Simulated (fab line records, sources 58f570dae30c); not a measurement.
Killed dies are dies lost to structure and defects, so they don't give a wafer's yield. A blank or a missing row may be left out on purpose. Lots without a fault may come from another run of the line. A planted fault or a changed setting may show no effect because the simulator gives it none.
Chamber matching | flow berkeley_cmos170 | UCB170_GATE_ETCH_14 on rie_diel-01: 4 sister chambers
The step etches BARC in N2/H2. 4 wafers are shown with their chamber, then 7 later ones without.

WAFERS WITH THEIR CHAMBER
wafer  | chamber | throttle_valve_pct (%)
L138.2 | 1       | 13.14
L143.1 | 0       | 13.30
L156.1 | 2       | 13.49
L156.2 | 3       | 13.39

WAFERS WITHOUT THEIR CHAMBER
wafer  | throttle_valve_pct (%)
L156.5 | 13.29
L159.1 | 13.37
L159.2 | 13.30
L159.3 | 13.50
L155.2 | 13.30
L155.4 | 13.50
L155.6 | 13.29

WHICH CHAMBER EACH WENT THROUGH
wafer  | from the rows above | in truth
L156.5 | 0                   | 0
L159.1 | 3                   | 3
L159.2 | 0                   | 0
L159.3 | 2                   | 2
L155.2 | 0                   | 0
L155.4 | 2                   | 2
L155.6 | 0                   | 0
Placed correctly: 7 of 7. Can't be placed from these rows: 0. Placed wrongly: 0.
How it was worked out, from the rows above alone: a wafer's distance from a chamber is the root of the sum, over the readings, of the square of ((its reading less the chamber's mean) divided by the reading's scatter). The wafer belongs to the nearest chamber; if the next one is less than 2 further off, it can't be placed. A chamber's mean is the mean of its shown wafers. The scatter: with one shown wafer a chamber, the root of the mean of the squares of how far each hidden wafer lies from its nearest shown one.
